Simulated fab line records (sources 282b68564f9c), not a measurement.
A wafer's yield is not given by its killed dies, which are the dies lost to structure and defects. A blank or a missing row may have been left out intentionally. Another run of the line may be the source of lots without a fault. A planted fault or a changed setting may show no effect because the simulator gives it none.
Code-filled problem report in 8D (eight disciplines) form	flow rit-cmos	the parts of the form that need people (team, actions taken, sign-off) are left out

## 1. WHAT IS WRONG
Across 6 wafers from 2 lots, PWELL_RS at RIT_WELLDRIVE_RS_MEAS_02 averages 422.2 ohm/sq, while fault-free wafers read 429.0 ohm/sq with a standard deviation of 1.2. Relative to the usual mean, that is a shift of -5.7 standard deviations.
The step: measures by four-point-probe.
First observed at day 4 11:38: wafer L807.4, on film-metro-01. The record has a number at this step for 42 wafers belonging to 14 lots. By rule, "out" or "out of limits" means more than 4 standard deviations away from the usual mean. Any other wafer with a number is counted as sound.

## 2. WHAT IT IS, WHAT IT ISN'T
question	is	is not
which readings at this step	PWELL_RS	-
which lots	L807, L809	L796, L797, L798, L799, L800, L801, L802, L813, L816, L817, L818, L819
which wafers of those lots	all that have a number	-
read on which gauges	film-metro-01, film-metro-02	film-metro-04
when	from day 4 11:38	up to then (21 sound wafers); but 15 sound wafers of L813, L816, L817, L818, L819 came after

## 3. SUSPECTS, AND WHAT RULES EACH OUT
Counting: a tool at a process step up to the reading stays a suspect if it ran every lot that is out and no sound lot after the first of them.
- the gauge at RIT_WELLDRIVE_RS_MEAS_02 has been ruled out. The wafers that are out were read on 2 gauges (film-metro-01, film-metro-02).
- implanter-04 at RIT_PWELL_IMPLANT_08: kept. All lots that are out passed through it, beginning with L807 at day 4 05:28, and no sound lot followed; its final sound lot before that point was L802 at day 3 04:14. Its own beam-energy-keV readings are out on those wafers.
Left after counting: implanter-04 at RIT_PWELL_IMPLANT_08.

## 4. THE CAUSE (what the simulator had put in)
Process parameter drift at RIT_PWELL_IMPLANT_08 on implanter-04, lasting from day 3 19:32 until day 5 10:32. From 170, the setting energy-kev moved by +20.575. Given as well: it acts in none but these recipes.
This tool alone remained once counting was done.

## 5. THE EFFECT CHAIN, in route order
One row per reading whose mean, taken over the struck wafers that have a number, lies over 3 standard deviations from the usual. Only readings whose record carries a usual standard deviation are examined. hours: median over the lots of the time between each lot's start at the first step of this table that gives one and its start at this step. sigmas: the change, counted in usual standard deviations.
hours	step	reading	usual	on struck wafers	change	sigmas
0	RIT_PWELL_IMPLANT_08	beam-energy-keV	169.99	190.58	+20.59	+99 or more
6	RIT_WELLDRIVE_RS_MEAS_02	PWELL_RS	429.0 ohm/sq	422.2	-6.8	-5.7
Process steps it contains:
- RIT_PWELL_IMPLANT_08

## 6. WHAT WOULD HAVE CAUGHT IT SOONER
The first out-of-limits reading at a measuring or inspecting step in this record came at day 4 11:38, 16 hours after the fault's start at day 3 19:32.
At RIT_PWELL_IMPLANT_08, the tool's own readings (beam-energy-keV) were out on each struck wafer the step has a row for, so an alarm limit on them would have fired on the first such wafer.
Among the 2 lots that are out, L809 began RIT_PWELL_IMPLANT_08 on implanter-04 after day 4 11:38. It would have been spared by a hold on the tool at that moment.
